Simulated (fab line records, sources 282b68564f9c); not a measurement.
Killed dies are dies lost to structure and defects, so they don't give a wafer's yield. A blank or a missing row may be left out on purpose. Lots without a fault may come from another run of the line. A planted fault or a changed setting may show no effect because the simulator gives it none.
fab line records | flow rit_cmos
record lots=14 wafers=42 last_day=7
route steps=202 shown SDANNEAL@156 PSD@157 NSD@158 PLDD@159 M1@202
lots that met no fault: from a run of the same line without faults
start_h: hours from the record's first day to the start of the lot's first wafer shown | wait_h: hours since the lot's step before | " the same as in the row above | L1.1+2: a row that stands for several wafers | - no value, or no start given | * or withheld: withheld | < > ~ a bound
route shown NAME@n: a module of which the file shows steps, and the number in the route of the first | usual: mean/standard deviation of fault-free wafers | same: alike in all rows | chamber/n: place in a boat | sites: the reading at each site | _std_site: their standard deviation | _edge_site: outer sites' mean less inner sites' | radius_mm: how far each site lies from the wafer's centre | mask NAME#n: copy n | behind: the tool/chamber that last shaped the wafer | hold: why the lot was held/for how many hours/how that ended | device: the transistor (n, p or np) that didn't switch | end of line: the same wafers' tests at the end of the route | a step without rows: its recipe alone | killed: dies lost to structure and defects at the first sort, not the wafer's yield | map: a wafer's dies, x killed, . not, _ none there
set.NAME: the setting as run; set.NAME@STEP: as run at that earlier step | model.NAME: the simulator's own value behind a step, which no gauge read
steps of the route over a sample of lots; a table a step, a row a wafer
## steps
# step RIT_SDANNEAL_RTA_03
# recipe temp_c=1050 time_s=5 idle_temp_c=600 ramp_up_c_per_s=342 ramp_down_c_per_s=171 cool_to_c=600 ambient=N2
# usual wafer_temp_C_max=1053.6/1.2
# columns lot.wafer tool chamber start_h wait_h wafer_temp_C_max
L959.1 rtp_anneal-02 0 50.89 0.0 1055.9
L959.3 " 0 " " 1054.2
L959.5 " 0 " " 1053.4
L961.2 rtp_anneal-02 0 60.65 0.0 1053.9
L961.3 " 0 " " 1052.2
L961.4 " 0 " " 1055.7
L962.1 rtp_anneal-01 0 68.74 0.0 1053.5
L962.4 " 0 " " 1059.5
L962.6 " 0 " " 1052.8
L963.1 rtp_anneal-02 0 70.75 0.0 1052.3
L963.3 " 0 " " 1053.3
L963.4 " 0 " " 1055.0
L964.2 rtp_anneal-01 0 75.63 0.0 1052.5
L964.3 " 0 " " 1053.0
L964.5 " 0 " " 1053.1
L965.2 rtp_anneal-02 0 80.03 0.0 1055.5
L965.3 " 0 " " 1053.7
L965.4 " 0 " " 1053.1
L966.3 rtp_anneal-01 0 83.88 0.0 1052.6
L966.4 " 0 " " 1054.2
L966.5 " 0 " " 1053.7
L968.1 rtp_anneal-01 0 95.94 0.0 1056.6
L968.2 " 0 " " 1052.3
L968.4 " 0 " " 1055.1
L970.1 rtp_anneal-01 0 104.23 0.0 1053.4
L970.5 " 0 " " 1052.5
L970.6 " 0 " " 1053.8
L973.1 rtp_anneal-02 0 119.63 0.0 986.9
L973.4 " 0 " " 986.7
L973.5 " 0 " " 988.9
L975.1 rtp_anneal-02 0 128.63 0.0 990.3
L975.3 " 0 " " 989.3
L975.5 " 0 " " 987.6
L978.1 rtp_anneal-01 0 145.03 0.0 1054.0
L978.5 " 0 " " 1054.0
L978.6 " 0 " " 1053.1
L980.1 rtp_anneal-01 0 154.84 0.0 1054.8
L980.2 " 0 " " 1054.4
L980.5 " 0 " " 1053.4
L982.2 rtp_anneal-01 0 166.22 0.0 1054.0
L982.4 " 0 " " 1054.0
L982.5 " 0 " " 1055.0
# step RIT_SDANNEAL_RS_MEAS_04
# recipe thk_meas_gauge=four-point-probe
# usual PSD_RS=115.89/0.26
# columns lot.wafer tool chamber start_h wait_h PSD_RS[ohm/sq]
L959.1 film_metro-02 - 50.95 0.0 115.69
L959.3 " - " " 115.21
L959.5 " - " " 115.46
L961.2 film_metro-01 - 60.72 0.1 116.12
L961.3 " - " " 116.10
L961.4 " - " " 116.08
L962.1 film_metro-01 - 68.80 0.0 116.17
L962.4 " - " " 115.82
L962.6 " - " " 115.89
L963.1 film_metro-04 - 70.80 0.0 115.86
L963.3 " - " " 116.16
L963.4 " - " " 116.05
L964.2 film_metro-02 - 75.70 0.1 116.00
L964.3 " - " " 116.22
L964.5 " - " " 115.92
L965.2 film_metro-01 - 80.10 0.1 116.03
L965.3 " - " " 115.93
L965.4 " - " " 115.84
L966.3 film_metro-04 - 83.96 0.1 115.67
L966.4 " - " " 115.84
L966.5 " - " " 115.54
L968.1 film_metro-01 - 96.00 0.0 115.77
L968.2 " - " " 115.67
L968.4 " - " " 115.63
L970.1 film_metro-02 - 104.29 0.0 115.79
L970.5 " - " " 116.14
L970.6 " - " " 116.08
L973.1 film_metro-01 - 119.69 0.0 166.19
L973.4 " - " " 166.19
L973.5 " - " " 165.74
L975.1 film_metro-04 - 128.69 0.0 166.48
L975.3 " - " " 166.31
L975.5 " - " " 166.06
L978.1 film_metro-04 - 145.09 0.0 116.27
L978.5 " - " " 116.26
L978.6 " - " " 115.97
L980.1 film_metro-04 - 154.90 0.0 115.79
L980.2 " - " " 116.02
L980.5 " - " " 115.94
L982.2 film_metro-02 - 166.28 0.1 115.69
L982.4 " - " " 115.81
L982.5 " - " " 115.90
# step RIT_SDANNEAL_RS_MEAS_05
# recipe thk_meas_gauge=four-point-probe
# usual NSD_RS=84.52/0.3
# columns lot.wafer tool chamber start_h wait_h NSD_RS[ohm/sq]
L959.1 film_metro-02 - 51.07 0.1 84.51
L959.3 " - " " 84.66
L959.5 " - " " 84.59
L961.2 film_metro-01 - 60.84 0.1 84.60
L961.3 " - " " 84.38
L961.4 " - " " 84.68
L962.1 film_metro-01 - 68.92 0.1 84.56
L962.4 " - " " 84.74
L962.6 " - " " 84.49
L963.1 film_metro-04 - 70.92 0.1 85.01
L963.3 " - " " 84.72
L963.4 " - " " 85.04
L964.2 film_metro-02 - 75.82 0.1 84.47
L964.3 " - " " 84.22
L964.5 " - " " 84.73
L965.2 film_metro-01 - 80.22 0.1 84.28
L965.3 " - " " 84.38
L965.4 " - " " 84.09
L966.3 film_metro-04 - 84.08 0.1 84.23
L966.4 " - " " 84.18
L966.5 " - " " 84.32
L968.1 film_metro-01 - 96.12 0.1 83.98
L968.2 " - " " 84.15
L968.4 " - " " 83.93
L970.1 film_metro-02 - 104.41 0.1 84.58
L970.5 " - " " 84.83
L970.6 " - " " 85.03
L973.1 film_metro-01 - 119.81 0.1 87.09
L973.4 " - " " 86.80
L973.5 " - " " 86.70
L975.1 film_metro-04 - 128.81 0.1 87.34
L975.3 " - " " 87.03
L975.5 " - " " 87.32
L978.1 film_metro-04 - 145.21 0.1 84.70
L978.5 " - " " 84.99
L978.6 " - " " 84.61
L980.1 film_metro-04 - 155.02 0.1 84.08
L980.2 " - " " 84.23
L980.5 " - " " 84.42
L982.2 film_metro-02 - 166.40 0.1 84.71
L982.4 " - " " 84.65
L982.5 " - " " 84.54
# step RIT_SDANNEAL_RS_MEAS_06
# recipe thk_meas_gauge=four-point-probe
# usual PLDD_RS=178.6/0.51
# columns lot.wafer tool chamber start_h wait_h PLDD_RS[ohm/sq]
L959.1 film_metro-02 - 51.19 0.1 178.7
L959.3 " - " " 178.0
L959.5 " - " " 178.6
L961.2 film_metro-01 - 60.96 0.1 179.1
L961.3 " - " " 178.8
L961.4 " - " " 179.5
L962.1 film_metro-01 - 69.04 0.1 179.4
L962.4 " - " " 179.1
L962.6 " - " " 179.7
L963.1 film_metro-04 - 71.04 0.1 179.2
L963.3 " - " " 179.1
L963.4 " - " " 178.9
L964.2 film_metro-02 - 75.94 0.1 178.4
L964.3 " - " " 178.5
L964.5 " - " " 178.4
L965.2 film_metro-01 - 80.34 0.1 179.2
L965.3 " - " " 178.7
L965.4 " - " " 178.9
L966.3 film_metro-04 - 84.20 0.1 178.9
L966.4 " - " " 179.5
L966.5 " - " " 179.1
L968.1 film_metro-01 - 96.24 0.1 177.5
L968.2 " - " " 178.0
L968.4 " - " " 178.1
L970.1 film_metro-02 - 104.53 0.1 178.2
L970.5 " - " " 178.5
L970.6 " - " " 178.6
L973.1 film_metro-01 - 119.93 0.1 246.4
L973.4 " - " " 246.7
L973.5 " - " " 246.2
L975.1 film_metro-04 - 128.93 0.1 246.7
L975.3 " - " " 246.9
L975.5 " - " " 246.3
L978.1 film_metro-04 - 145.33 0.1 178.5
L978.5 " - " " 179.0
L978.6 " - " " 178.2
L980.1 film_metro-04 - 155.14 0.1 178.4
L980.2 " - " " 179.5
L980.5 " - " " 178.7
L982.2 film_metro-02 - 166.52 0.1 178.9
L982.4 " - " " 179.1
L982.5 " - " " 179.1
# step RIT_M1_PROBE_99
# usual killed_at_M0_to_M3=0.0/0.083 killed_at_contacts=0.1/0.32 killed_at_front_end=7/3 killed_dies=7/3 killed_on_rim=1.8/1.4 killed_open=3.4/2.2 killed_short=3.3/1.8
# same gross_dies=264 killed_at_M4_up=0 killed_at_back_side=0 killed_at_other=0
# columns lot.wafer tool chamber start_h wait_h killed_at_M0_to_M3 killed_at_contacts killed_at_front_end killed_dies killed_on_rim killed_open killed_short
L959.1 prober-01 - 58.48 0.1 0 0 4 4 2 3 1
L959.3 prober-01 - 58.58 0.2 0 0 5 5 3 2 3
L959.5 prober-01 - 58.68 0.2 0 0 5 5 3 2 3
L961.2 prober-01 - 68.51 0.1 0 0 10 10 4 6 4
L961.3 prober-01 - 68.56 0.2 0 0 6 6 2 4 2
L961.4 prober-01 - 68.61 0.2 0 2 5 7 0 2 5
L962.1 prober-02 - 76.29 0.1 0 0 5 5 1 1 4
L962.4 prober-02 - 76.44 0.2 0 0 7 7 2 5 2
L962.6 prober-02 - 76.54 0.2 0 0 4 4 3 1 3
L963.1 prober-01 - 78.19 0.1 0 0 14 14 2 8 6
L963.3 prober-01 - 78.29 0.2 0 0 5 5 2 2 3
L963.4 prober-01 - 78.34 0.2 0 0 6 6 3 4 2
L964.2 prober-02 - 83.12 0.1 0 0 12 12 2 3 9
L964.3 prober-02 - 83.17 0.2 0 0 8 8 1 8 0
L964.5 prober-02 - 83.27 0.2 0 0 5 5 3 3 2
L965.2 prober-01 - 87.67 0.1 0 0 5 5 0 2 3
L965.3 prober-01 - 87.72 0.2 0 0 7 7 1 3 4
L965.4 prober-01 - 87.77 0.2 0 0 10 10 2 5 5
L966.3 prober-02 - 91.84 0.2 0 0 12 12 3 7 5
L966.4 prober-02 - 91.89 0.2 0 0 4 4 0 1 3
L966.5 prober-02 - 91.94 0.2 0 0 7 7 1 2 5
L968.1 prober-02 - 104.61 0.1 0 0 8 8 1 0 8
L968.2 prober-02 - 104.66 0.1 0 0 5 5 0 2 3
L968.4 prober-02 - 104.76 0.2 0 0 13 13 5 10 3
L970.1 prober-02 - 111.57 0.1 0 0 7 7 1 5 2
L970.5 prober-02 - 111.77 0.2 0 0 1 1 1 0 1
L970.6 prober-02 - 111.82 0.2 0 0 9 9 1 5 4
L973.1 prober-01 - 127.32 0.1 0 0 6 6 0 2 4
L973.4 prober-01 - 127.47 0.2 0 0 9 9 1 2 7
L973.5 prober-01 - 127.52 0.2 0 0 6 6 2 3 3
L975.1 prober-01 - 136.07 0.1 0 0 10 10 5 7 3
L975.3 prober-01 - 136.17 0.2 0 0 1 1 0 1 0
L975.5 prober-01 - 136.27 0.2 0 0 4 4 0 3 1
L978.1 prober-02 - 152.74 0.1 1 0 7 8 3 3 5
L978.5 prober-02 - 152.94 0.2 0 1 6 7 4 5 2
L978.6 prober-02 - 152.99 0.2 0 0 6 6 3 4 2
L980.1 prober-02 - 162.15 0.1 0 0 11 11 4 6 5
L980.2 prober-02 - 162.20 0.1 0 0 5 5 0 2 3
L980.5 prober-02 - 162.35 0.2 0 0 7 7 1 5 2
L982.2 prober-02 - 173.67 0.1 0 0 9 9 4 5 4
L982.4 prober-02 - 173.77 0.2 0 0 8 8 2 5 3
L982.5 prober-02 - 173.82 0.2 0 0 15 15 6 11 4
# killed by level:class
L959.1 GATE:geometric_particle:open=2 FOX1:geometric_particle:short=1 SILICIDE:geometric_particle:open=1
L959.3 GATE:geometric_particle:short=3 FOX2:geometric_particle:open=1 GATE:geometric_particle:open=1
L959.5 FOX2:geometric_particle:short=2 GATE:geometric_particle:open=2 FOX1:geometric_particle:short=1
L961.2 GATE:geometric_particle:open=3 GATE:geometric_particle:short=2 FOX1:geometric_particle:open=1 FOX1:geometric_particle:short=1 FOX2:geometric_particle:open=1 SILICIDE:geometric_particle:open=1 SILICIDE:geometric_particle:short=1
L961.3 FOX1:geometric_particle:open=3 FOX1:geometric_particle:short=1 GATE:geometric_particle:short=1 GATE:geometric_particle:open=1
L961.4 GATE:geometric_particle:short=1 REOX:geometric_particle:short=1 SPACER:geometric_particle:short=1 SPACER:geometric_particle:open=1 SILICIDE:geometric_particle:short=1 CONTACT:geometric_particle:short=1 CONTACT:geometric_particle:open=1
L962.1 FOX1:geometric_particle:short=2 GATE:geometric_particle:short=1 REOX:geometric_particle:short=1 SILICIDE:geometric_particle:open=1
L962.4 GATE:geometric_particle:open=3 FOX1:geometric_particle:short=1 FOX1:geometric_particle:open=1 REOX:geometric_particle:open=1 SPACER:geometric_particle:short=1
L962.6 GATE:geometric_particle:short=3 SPACER:geometric_particle:open=1
L963.1 SILICIDE:geometric_particle:open=3 FOX1:geometric_particle:short=2 GATE:geometric_particle:open=2 GATE:geometric_particle:short=2 SPACER:geometric_particle:open=2 ACTIVE:geometric_particle:short=1 REOX:geometric_particle:open=1 SILICIDE:geometric_particle:short=1
L963.3 GATE:geometric_particle:short=2 FOX1:geometric_particle:open=1 FOX1:geometric_particle:short=1 FOX2:geometric_particle:open=1
L963.4 SILICIDE:geometric_particle:open=2 FOX2:geometric_particle:short=1 FOX2:geometric_particle:open=1 GATE:geometric_particle:short=1 GATE:geometric_particle:open=1
L964.2 GATE:geometric_particle:short=4 REOX:geometric_particle:short=3 FOX2:geometric_particle:short=2 GATE:geometric_particle:open=2 FOX1:geometric_particle:open=1
L964.3 GATE:geometric_particle:open=6 FOX2:geometric_particle:open=1 SILICIDE:geometric_particle:open=1
L964.5 REOX:geometric_particle:open=2 GATE:geometric_particle:open=1 GATE:geometric_particle:short=1 REOX:geometric_particle:short=1
L965.2 GATE:geometric_particle:short=2 FOX1:geometric_particle:short=1 FOX1:geometric_particle:open=1 GATE:geometric_particle:open=1
L965.3 SPACER:geometric_particle:short=3 GATE:geometric_particle:short=1 GATE:geometric_particle:open=1 SPACER:geometric_particle:open=1 SILICIDE:geometric_particle:open=1
L965.4 GATE:geometric_particle:short=3 GATE:geometric_particle:open=2 SPACER:geometric_particle:short=2 REOX:geometric_particle:open=1 SPACER:geometric_particle:open=1 SILICIDE:geometric_particle:open=1
L966.3 GATE:geometric_particle:open=2 GATE:geometric_particle:short=2 REOX:geometric_particle:open=2 SILICIDE:geometric_particle:open=2 REOX:geometric_particle:short=1 SPACER:geometric_particle:short=1 SPACER:geometric_particle:open=1 SILICIDE:geometric_particle:short=1
L966.4 FOX1:geometric_particle:short=1 GATE:geometric_particle:short=1 SPACER:geometric_particle:short=1 SILICIDE:geometric_particle:open=1
L966.5 GATE:geometric_particle:short=2 GATE:geometric_particle:open=2 FOX1:geometric_particle:short=1 SPACER:geometric_particle:short=1 SILICIDE:geometric_particle:short=1
L968.1 GATE:geometric_particle:short=6 REOX:geometric_particle:short=2
L968.2 GATE:geometric_particle:open=2 SPACER:geometric_particle:short=2 GATE:geometric_particle:short=1
L968.4 GATE:geometric_particle:open=3 REOX:geometric_particle:open=2 SPACER:geometric_particle:open=2 SPACER:geometric_particle:short=2 SILICIDE:geometric_particle:open=2 FOX1:geometric_particle:short=1 FOX1:geometric_particle:open=1
L970.1 GATE:geometric_particle:open=4 GATE:geometric_particle:short=1 SILICIDE:geometric_particle:short=1 SILICIDE:geometric_particle:open=1
L970.5 REOX:geometric_particle:short=1
L970.6 FOX1:geometric_particle:open=2 GATE:geometric_particle:short=2 GATE:geometric_particle:open=2 REOX:geometric_particle:open=1 SPACER:geometric_particle:short=1 SILICIDE:geometric_particle:short=1
L973.1 GATE:geometric_particle:short=2 FOX2:geometric_particle:short=1 REOX:geometric_particle:short=1 SPACER:geometric_particle:open=1 SILICIDE:geometric_particle:open=1
L973.4 GATE:geometric_particle:short=2 SPACER:geometric_particle:short=2 FOX1:geometric_particle:short=1 GATE:geometric_particle:open=1 REOX:geometric_particle:short=1 REOX:geometric_particle:open=1 SILICIDE:geometric_particle:short=1
L973.5 FOX1:geometric_particle:short=2 FOX2:geometric_particle:short=1 REOX:geometric_particle:open=1 SPACER:geometric_particle:open=1 SILICIDE:geometric_particle:open=1
L975.1 GATE:geometric_particle:open=3 SPACER:geometric_particle:short=2 SILICIDE:geometric_particle:open=2 FOX1:geometric_particle:open=1 GATE:geometric_particle:short=1 SPACER:geometric_particle:open=1
L975.3 GATE:geometric_particle:open=1
L975.5 GATE:geometric_particle:open=2 GATE:geometric_particle:short=1 SPACER:geometric_particle:open=1
L978.1 SPACER:geometric_particle:open=2 FOX1:geometric_particle:short=1 GATE:geometric_particle:short=1 REOX:geometric_particle:short=1 REOX:geometric_particle:open=1 SILICIDE:geometric_particle:short=1 M1:geometric_particle:short=1
L978.5 FOX1:geometric_particle:short=2 SPACER:geometric_particle:open=2 FOX1:geometric_particle:open=1 SILICIDE:geometric_particle:open=1 CONTACT:geometric_particle:open=1
L978.6 SILICIDE:geometric_particle:open=2 FOX1:geometric_particle:open=1 FOX1:geometric_particle:short=1 FOX2:geometric_particle:short=1 REOX:geometric_particle:open=1
L980.1 GATE:geometric_particle:short=3 GATE:geometric_particle:open=3 FOX1:geometric_particle:short=2 FOX1:geometric_particle:open=1 FOX2:geometric_particle:open=1 REOX:geometric_particle:open=1
L980.2 SILICIDE:geometric_particle:short=2 FOX2:geometric_particle:short=1 GATE:geometric_particle:open=1 REOX:geometric_particle:open=1
L980.5 FOX1:geometric_particle:open=2 GATE:geometric_particle:short=2 GATE:geometric_particle:open=2 SPACER:geometric_particle:open=1
L982.2 REOX:geometric_particle:open=2 FOX1:geometric_particle:open=1 GATE:geometric_particle:short=1 REOX:geometric_particle:short=1 SPACER:geometric_particle:open=1 SPACER:geometric_particle:short=1 SILICIDE:geometric_particle:short=1 SILICIDE:geometric_particle:open=1
L982.4 REOX:geometric_particle:open=3 SILICIDE:geometric_particle:short=2 FOX1:geometric_particle:open=1 FOX2:geometric_particle:open=1 GATE:geometric_particle:short=1
L982.5 REOX:geometric_particle:open=4 FOX1:geometric_particle:open=2 GATE:geometric_particle:open=2 SPACER:geometric_particle:open=2 FOX1:geometric_particle:short=1 FOX2:geometric_particle:short=1 FOX2:geometric_particle:open=1 GATE:geometric_particle:short=1
## key
first_sign step=RIT_SDANNEAL_RTA_03 reading=wafer_temp_C_max direction=down sigmas=55 usual=* struck=*
effect step=RIT_SDANNEAL_RS_MEAS_04 reading=PSD_RS direction=up sigmas=99+ usual=115.89 struck=166.16
effect step=RIT_SDANNEAL_RS_MEAS_05 reading=NSD_RS direction=up sigmas=8.5 usual=84.52 struck=87.05
effect step=RIT_SDANNEAL_RS_MEAS_06 reading=PLDD_RS direction=up sigmas=99+ usual=178.6 struck=246.5
met_at RIT_SDANNEAL_RTA_03
struck_lots L973,L975
tester_left_out L973,L975
onset_between 80.03 119.63
fault kind=process_parameter_drift tool=rtp_anneal-02 chamber=- onset_h=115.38 steps=RIT_SDANNEAL_RTA_03 channel=temp_c offset=* shape=step end_h=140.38 acts_in=* stated=*
# tester_left_out: of these lots the tester's yield and bins aren't shown, on N5 and GAA mostly nor the transistor test; their killed dies are dies lost to structure and defects alone, not to doping, threshold or leakage, so they don't give the yield
